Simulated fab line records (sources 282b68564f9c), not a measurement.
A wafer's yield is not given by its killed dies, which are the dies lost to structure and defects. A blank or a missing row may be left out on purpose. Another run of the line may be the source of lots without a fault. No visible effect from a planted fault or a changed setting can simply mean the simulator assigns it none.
fab line records	flow rit_cmos
[record] lots = 14	wafers = 42	last_day = 7
route steps=202 shown SPACER@128
lots that met no fault: taken from a fault-free run of the same line
start_h: hours from the record's opening day to when the first of the lot's shown wafers began	wait_h: how many hours have passed since the lot's step before this one	" unchanged from the row above	L1.1+2: a single row standing in for several wafers	- value missing, or start not given	* or withheld: withheld	< > ~ a bound
route shown NAME@n: NAME is a module with steps in the file, n the number in the route of the first one	usual: average and standard deviation across the fault-free wafers	same: alike in all rows	chamber/n: place in a boat	sites: the reading at each site	_std_site: the values' standard deviation	_edge_site: the outer-site mean with the inner-site mean subtracted	radius_mm: for every site, how far away it sits from the centre of the wafer	mask NAME#n: copy n	behind: the last tool/chamber to shape the wafer	hold: why the lot was held/for how many hours/how that ended	device: which transistor (n, p or np) failed to switch	end of line: the same wafers' tests at the end of the route	step lacking rows: just its recipe	killed: not the wafer's yield, but the dies lost to structure and defects at the first sort	map: a wafer's dies, x killed, . not, _ none there
set.NAME: the setting as run; set.NAME@STEP: as run at that earlier step	model.NAME: the simulator's own value behind a step, which no gauge read
route steps across a sampled set of lots; one table per step, one row per wafer
services: when a tool's chamber went out of use (start_h, in hours from the record's first day, below 0 if earlier), for how many hours, and the reason
[[steps]]
[step RIT_SPACER_CVD_03]
[recipe] material = Si3N4	target_thk_nm = 250	temp_c = 810	precursor = SiH2Cl2/NH3	time_s = 3300	pressure_mtorr = 300	sih2cl2_flow_sccm = 60	nh3_flow_sccm = 150
[usual] sih2cl2_flow_sccm = 59.97/0.19
lot.wafer	tool	chamber	start_h	wait_h	sih2cl2_flow_sccm
L605.2	lpcvd-01	0	46.07	0.0	60.01
L605.4	"	0	"	"	59.78
L605.5	"	0	"	"	59.64
L606.1	lpcvd-01	0	50.16	0.0	60.09
L606.4	"	0	"	"	59.76
L606.6	"	0	"	"	59.86
L608.2	lpcvd-02	0	64.39	0.0	59.90
L608.3	"	0	"	"	60.15
L608.6	"	0	"	"	60.24
L609.4	lpcvd-01	1	69.47	0.0	59.91
L609.5	"	1	"	"	60.19
L609.6	"	1	"	"	59.99
L610.1	lpcvd-02	1	71.67	0.0	60.09
L610.2	"	1	"	"	60.11
L610.6	"	1	"	"	60.01
L611.4	lpcvd-01	1	76.16	0.0	59.95
L611.5	"	1	"	"	60.21
L611.6	"	1	"	"	60.08
L612.1	lpcvd-01	0	85.49	0.0	59.91
L612.3	"	0	"	"	60.07
L612.6	"	0	"	"	59.97
L613.2	lpcvd-01	1	90.44	1.6	60.16
L613.5	"	1	"	"	60.14
L613.6	"	1	"	"	59.92
L615.4	lpcvd-01	0	101.05	2.5	59.76
L615.5	"	0	"	"	59.75
L615.6	"	0	"	"	60.13
L621.1	lpcvd-02	0	125.63	0.0	59.94
L621.3	"	0	"	"	60.00
L621.4	"	0	"	"	60.23
L622.2	lpcvd-01	1	131.91	0.0	60.22
L622.4	"	1	"	"	60.06
L622.5	"	1	"	"	60.12
L623.1	lpcvd-01	1	138.62	0.0	60.20
L623.2	"	1	"	"	59.95
L623.4	"	1	"	"	60.07
L624.2	lpcvd-02	1	143.16	0.0	60.28
L624.3	"	1	"	"	60.18
L624.4	"	1	"	"	59.97
L626.2	lpcvd-02	0	155.61	0.0	60.02
L626.5	"	0	"	"	60.25
L626.6	"	0	"	"	60.09
[step RIT_SPACER_THK_MEAS_04]
[recipe] reads = Si3N4_of_SPACER_CVD_03
[usual] SPACER_NITRIDE_THK = 251.7/2.5
lot.wafer	tool	chamber	start_h	wait_h	SPACER_NITRIDE_THK[nm]
L605.2	film_metro-04	-	48.00	0.0	250.2
L605.4	"	-	"	"	249.6
L605.5	"	-	"	"	248.7
L606.1	film_metro-02	-	52.08	0.0	254.2
L606.4	"	-	"	"	250.1
L606.6	"	-	"	"	251.4
L608.2	film_metro-02	-	66.32	0.0	244.2
L608.3	"	-	"	"	245.7
L608.6	"	-	"	"	247.1
L609.4	film_metro-01	-	71.41	0.0	250.3
L609.5	"	-	"	"	251.9
L609.6	"	-	"	"	252.4
L610.1	film_metro-04	-	73.58	0.0	250.9
L610.2	"	-	"	"	250.5
L610.6	"	-	"	"	248.9
L611.4	film_metro-02	-	78.10	0.0	248.1
L611.5	"	-	"	"	251.4
L611.6	"	-	"	"	248.9
L612.1	film_metro-01	-	87.41	0.0	257.2
L612.3	"	-	"	"	256.2
L612.6	"	-	"	"	256.9
L613.2	film_metro-02	-	92.37	0.0	255.1
L613.5	"	-	"	"	252.0
L613.6	"	-	"	"	252.4
L615.4	film_metro-02	-	103.00	0.0	251.8
L615.5	"	-	"	"	252.8
L615.6	"	-	"	"	252.2
L621.1	film_metro-02	-	127.54	0.0	250.8
L621.3	"	-	"	"	254.2
L621.4	"	-	"	"	251.3
L622.2	film_metro-02	-	133.84	0.0	274.0
L622.4	"	-	"	"	270.9
L622.5	"	-	"	"	273.0
L623.1	film_metro-02	-	140.54	0.0	269.5
L623.2	"	-	"	"	268.8
L623.4	"	-	"	"	270.6
L624.2	film_metro-01	-	145.09	0.0	247.9
L624.3	"	-	"	"	250.8
L624.4	"	-	"	"	251.3
L626.2	film_metro-04	-	157.54	0.0	250.9
L626.5	"	-	"	"	251.0
L626.6	"	-	"	"	251.6
[step RIT_SPACER_ETCHBACK_05]
[recipe] target_depth_a = 2500	SF6_flow_sccm = 30	CHF3_flow_sccm = 30	target = Si3N4	chemistry = SF6/CHF3	pressure_mtorr = 40	rf_w = 250	time_s = 240	stop_on = SiO2
[usual] drypump_motor_current_A = 5.8/0.36	oes_product_au = 0.849/0.015	throttle_valve_pct = 10.35/0.19
lot.wafer	tool	chamber	start_h	wait_h	drypump_motor_current_A	oes_product_au	rf_hours_counter_h	throttle_valve_pct
L605.2	rie_diel-04	2	48.05	0.0	5.4	0.861	120	10.21
L605.4	"	1	"	"	6.6	0.847	83	10.18
L605.5	"	3	"	"	5.8	0.825	-	10.18
L606.1	rie_diel-02	0	52.14	0.1	6.2	0.862	3	10.26
L606.4	"	2	"	"	5.7	0.846	62	10.21
L606.6	"	1	"	"	6.0	0.838	-	9.96
L608.2	rie_diel-02	3	66.37	0.0	5.8	0.803	95	10.43
L608.3	"	0	"	"	6.2	0.845	4	10.25
L608.6	"	1	"	"	6.1	0.832	-	9.97
L609.4	rie_diel-01	3	71.44	0.0	5.3	0.858	22	10.62
L609.5	"	0	"	"	5.7	0.829	-	10.58
L609.6	"	1	"	"	5.5	0.876	-	10.33
L610.1	rie_diel-04	1	73.64	0.1	6.6	0.846	83	10.19
L610.2	"	3	"	"	5.8	0.831	53	10.17
L610.6	"	0	"	"	6.0	0.845	-	10.48
L611.4	rie_diel-01	2	78.13	0.0	6.1	0.856	142	10.28
L611.5	"	1	"	"	5.4	0.865	-	10.32
L611.6	"	2	"	"	6.0	0.858	-	10.23
L612.1	rie_diel-04	2	87.47	0.1	5.4	0.872	120	10.22
L612.3	"	1	"	"	6.6	0.865	84	10.19
L612.6	"	1	"	"	6.6	0.861	-	10.20
L613.2	rie_diel-01	3	92.42	0.0	5.3	0.863	22	10.62
L613.5	"	0	"	"	5.7	0.827	-	10.58
L613.6	"	3	"	"	5.3	0.860	-	10.64
L615.4	rie_diel-04	3	103.03	0.0	5.9	0.833	53	10.18
L615.5	"	3	"	"	5.8	0.833	-	10.19
L615.6	"	2	"	"	5.4	0.860	-	10.22
L621.1	rie_diel-01	3	127.60	0.1	5.2	0.852	23	10.62
L621.3	"	1	"	"	5.5	0.870	48	10.33
L621.4	"	2	"	"	6.1	0.860	143	10.25
L622.2	rie_diel-04	2	133.89	0.0	5.4	0.919	121	10.24
L622.4	"	1	"	"	6.6	0.896	84	10.20
L622.5	"	1	"	"	6.6	0.907	-	10.19
L623.1	rie_diel-04	1	140.60	0.1	6.6	0.890	85	10.19
L623.2	"	2	"	"	5.4	0.894	121	10.23
L623.4	"	0	"	"	6.0	0.906	92	10.50
L624.2	rie_diel-01	2	145.14	0.0	6.1	0.850	143	10.26
L624.3	"	1	"	"	5.4	0.860	48	10.31
L624.4	"	0	"	"	5.7	0.823	41	10.59
L626.2	rie_diel-01	3	157.59	0.0	5.3	0.855	24	10.63
L626.5	"	0	"	"	5.7	0.818	-	10.59
L626.6	"	3	"	"	5.2	0.858	-	10.61
[[services]]
tool	chamber	start_h	hours	kind
rie_diel-04	2	30.47	10.7	repair
rie_diel-01	-	54.27	2.8	pm
rie_diel-01	1	57.85	2.4	repair
rie_diel-01	2	78.85	6.7	repair
lpcvd-02	-	79.42	28.1	pm
rie_diel-04	-	91.95	0.8	repair
rie_diel-01	2	117.91	7.0	repair
rie_diel-01	-	129.66	14.6	pm
rie_diel-04	1	142.23	5.8	repair
rie_diel-04	-	146.34	1.0	repair
[[key]]
[first_sign] step = RIT_SPACER_THK_MEAS_04	reading = SPACER_NITRIDE_THK	direction = up	sigmas = 7.7	usual = 251.7	struck = 271.1
[effect] step = RIT_SPACER_ETCHBACK_05	reading = oes_product_au	direction = up	sigmas = 3.5	usual = 0.849	struck = 0.902
met_at RIT_SPACER_CVD_03
struck_lots L622,L623
struck_wafers L622.2,L622.4,L622.5,L623.1,L623.2,L623.4
tester_left_out L622,L623
onset_between 90.44 131.91
[fault] kind = process_parameter_drift	tool = lpcvd-01	chamber = 1	onset_h = 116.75	steps = RIT_SPACER_CVD_03	channel = target_thk_nm	offset = 20	shape = step	end_h = 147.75	acts_in = these_recipes_only	stated = 250
// tester_left_out: of these lots the tester's yield and bins aren't shown, on N5 and GAA mostly nor the transistor test; their killed dies are dies lost to structure and defects alone, not to doping, threshold or leakage, so they don't give the yield
